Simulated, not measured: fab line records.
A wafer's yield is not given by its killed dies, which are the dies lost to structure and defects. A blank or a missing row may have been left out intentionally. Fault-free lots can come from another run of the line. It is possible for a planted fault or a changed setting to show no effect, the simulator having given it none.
Which tool did it? ; flow berkeleyCmos170 ; 45 wafers from 15 lots sampled at 5 of the route's 331 steps

## WHAT EACH GAUGE READ, for each wafer
UCB170_PSD_CD_MEAS_06 targets a cd of 1200 nm.
lot;measured;on;cdNm (nm)
L408;day 8 02:01;cdSem-01;1201.8 1201.7 1202.5
L409;day 8 08:15;cdSem-01;1198.1 1198.4 1199.8
L410;day 8 08:23;cdSem-02;1202.9 1201.9 1200.6
L412;day 8 18:01;cdSem-02;1197.9 1198.6 1199.2
L413;day 8 18:11;cdSem-02;1201.9 1203.0 1202.5
L416;day 9 21:03;cdSem-02;1200.5 1198.7 1200.0
L415;day 9 21:16;cdSem-01;1200.2 1201.7 1198.9
L421;day 10 10:38;cdSem-01;1200.7 1199.7 1202.2
L419;day 10 11:28;cdSem-02;1199.8 1201.1 1199.3
L420;day 10 11:36;cdSem-01;1200.6 1200.2 1199.6
L417;day 10 11:46;cdSem-02;1199.5 1198.6 1199.7
L425;day 11 17:26;cdSem-02;1199.8 1200.0 1200.1
L428;day 11 17:35;cdSem-02;1199.9 1199.4 1200.0
L430;day 12 08:09;cdSem-01;1199.7 1199.4 1199.4
L431;day 12 17:22;cdSem-02;1202.5 1200.6 1199.0

UCB170_CONTACT_CD_MEAS_90 targets a cd of 700 nm.
lot;measured;on;cdNm (nm)
L408;day 8 13:19;cdSem-02;699.3 699.4 700.5
L409;day 8 18:45;cdSem-02;698.4 701.2 698.4
L410;day 8 20:01;cdSem-02;701.0 700.4 702.3
L412;day 9 04:59;cdSem-02;703.3 698.3 700.4
L413;day 9 04:42;cdSem-01;696.7 697.6 697.0
L416;day 10 11:41;cdSem-01;700.6 700.9 699.5
L415;day 10 12:02;cdSem-01;707.6 702.4 707.5
L421;day 10 19:40;cdSem-02;704.4 700.4 696.8
L419;day 10 21:52;cdSem-01;699.7 703.2 705.1
L420;day 10 21:52;cdSem-02;704.4 704.5 701.7
L417;day 10 22:09;cdSem-02;700.5 701.6 701.2
L425;day 12 05:04;cdSem-02;698.8 699.9 700.0
L428;day 12 04:54;cdSem-01;695.9 698.2 696.9
L430;day 12 19:32;cdSem-02;703.3 700.8 699.9
L431;day 13 03:42;cdSem-01;702.4 701.3 702.1

UCB170_M1_RS_MEAS_01: uses a four-point probe to measure.
lot;measured;on;M1_AL_RS (ohm/sq)
L408;day 8 13:41;filmMetro-02;0.0498 0.0501 0.0490
L409;day 8 19:07;filmMetro-01;0.0479 0.0474 0.0480
L410;day 8 20:22;filmMetro-04;0.0484 0.0481 0.0484
L412;day 9 05:21;filmMetro-02;0.0486 0.0487 0.0482
L413;day 9 05:14;filmMetro-01;0.0490 0.0487 0.0487
L416;day 10 12:02;filmMetro-01;0.0488 0.0495 0.0500
L415;day 10 12:33;filmMetro-01;0.0480 0.0473 0.0482
L421;day 10 20:02;filmMetro-02;0.0484 0.0488 0.0482
L419;day 10 22:14;filmMetro-01;0.0484 0.0482 0.0487
L420;day 10 22:13;filmMetro-04;0.0486 0.0472 0.0487
L417;day 10 22:31;filmMetro-02;0.0480 0.0492 0.0477
L425;day 12 05:28;filmMetro-04;0.0482 0.0479 0.0477
L428;day 12 05:19;filmMetro-01;0.0485 0.0492 0.0494
L430;day 12 19:53;filmMetro-01;0.0481 0.0490 0.0490
L431;day 13 04:03;filmMetro-01;0.0479 0.0487 0.0488

UCB170_V2_BOW_MEAS_03.
lot;measured;on;V2_BOW (um)
L408;day 8 23:10;filmMetro-01;28 41 25
L409;day 9 06:38;filmMetro-01;38 48 31
L410;day 9 07:01;filmMetro-04;37 47 46
L412;day 9 17:59;filmMetro-03;30 39 29
L413;day 9 17:35;filmMetro-01;39 36 36
L416;day 10 21:07;filmMetro-04;37 43 33
L415;day 10 22:47;filmMetro-04;33 35 26
L421;day 11 07:04;filmMetro-04;32 36 39
L419;day 11 11:19;filmMetro-04;43 33 41
L420;day 11 10:40;filmMetro-03;41 26 36
L417;day 11 11:28;filmMetro-03;34 42 28
L425;day 12 17:11;filmMetro-04;43 38 42
L428;day 12 17:05;filmMetro-03;42 36 31
L430;day 13 07:52;filmMetro-01;25 34 31
L431;day 13 14:46;filmMetro-01;29 38 20

## EACH LOT AND THE TOOL THAT RAN IT (in order: tool; ch and the chambers of the sampled wafers; start)
lot;UCB170_CONTACT_ETCH_18
L408;rieDiel-03 ch 2,3, day 8 13:00
L409;rieDiel-01 ch 0,1,2, day 8 18:00
L410;rieDiel-01 ch 0,3, day 8 19:00
L412;rieDiel-02 ch 0,2,3, day 9 04:00
L413;rieDiel-01 ch 0,1,3, day 9 04:00
L416;rieDiel-02 ch 2,3, day 10 11:00
L415;rieDiel-01 ch 2,3, day 10 11:00
L421;rieDiel-01 ch 1,2,3, day 10 19:00
L419;rieDiel-01 ch 2,3, day 10 21:00
L420;rieDiel-02 ch 0,1, day 10 21:00
L417;rieDiel-03 ch 0,1,3, day 10 21:00
L425;rieDiel-03 ch 1,2,3, day 12 04:00
L428;rieDiel-02 ch 1,2, day 12 04:00
L430;rieDiel-02 ch 0,2,3, day 12 19:00
L431;rieDiel-01 ch 0,1,3, day 13 03:00
- UCB170_CONTACT_ETCH_18: etches PSG in CHF3/CF4/Ar, stops on TiSi2, target depth 840 nm, time 195 s.

## WHAT THE TOOLS THEMSELVES READ (means of the sampled wafers that have a number; where no wafer has one, the mark that the record gives instead)
UCB170_CONTACT_ETCH_18.
lot;tool;cf4FlowSccm (sccm);drypumpMotorCurrentA (A);oesProductAu (a.u.);rfFwdPowerW (W);throttleValvePct (%)
L408;rieDiel-03;14.96;5.2;0.904;697.6;6.95
L409;rieDiel-01;15.01;5.7;0.912;697.9;6.96
L410;rieDiel-01;15.04;5.3;0.891;697.2;6.95
L412;rieDiel-02;14.96;5.7;0.893;698.4;6.93
L413;rieDiel-01;15.03;5.4;0.902;697.3;6.95
L416;rieDiel-02;15.07;5.8;0.902;697.7;7.02
L415;rieDiel-01;14.97;5.6;0.903;1024.9;6.95
L421;rieDiel-01;14.96;5.3;0.890;860.3;6.95
L419;rieDiel-01;14.96;5.6;0.908;1025.9;6.95
L420;rieDiel-02;14.96;5.8;0.892;700.4;6.85
L417;rieDiel-03;15.04;5.5;0.907;700.1;6.97
L425;rieDiel-03;14.94;5.5;0.895;698.0;6.98
L428;rieDiel-02;15.04;5.4;0.901;698.7;6.97
L430;rieDiel-02;14.98;5.7;0.883;697.0;6.94
L431;rieDiel-01;14.98;5.4;0.891;696.5;6.96

## THE ANSWER, worked out from the rows above alone
Rule: the lots themselves supply what counts as usual. The widest of any qualifying gaps counts: lots, ordered by their means at a reading, are off when they make up no more than a third of the lots, leave a main group of 4 or more, and stand apart from it by 3 or more times the standard deviation of that group's means. A main group is skipped when, at the precision printed for the reading in the tables above, its means are all equal. Also off: a lot with no number at a reading for which 4 or more lots have one. The other lots that the step has rows for count as sound. First the gauges in route order, then the tools' own readings, where a lot's mean is used as printed above. At the first step where some lot is off, the reading lying furthest off is the one used; lots without a number count as furthest.
Off: L415, L421, L419 (UCB170_CONTACT_ETCH_18, rfFwdPowerW). Mean 698.1 W and standard deviation 1.1 in the main group.
If a tool, at that step or one of the process steps before it, ran each lot that is off and ran no sound lot following the first of them, it fits. Not one of the candidates tried fits.

## WHAT THE SIMULATOR HAD INSERTED
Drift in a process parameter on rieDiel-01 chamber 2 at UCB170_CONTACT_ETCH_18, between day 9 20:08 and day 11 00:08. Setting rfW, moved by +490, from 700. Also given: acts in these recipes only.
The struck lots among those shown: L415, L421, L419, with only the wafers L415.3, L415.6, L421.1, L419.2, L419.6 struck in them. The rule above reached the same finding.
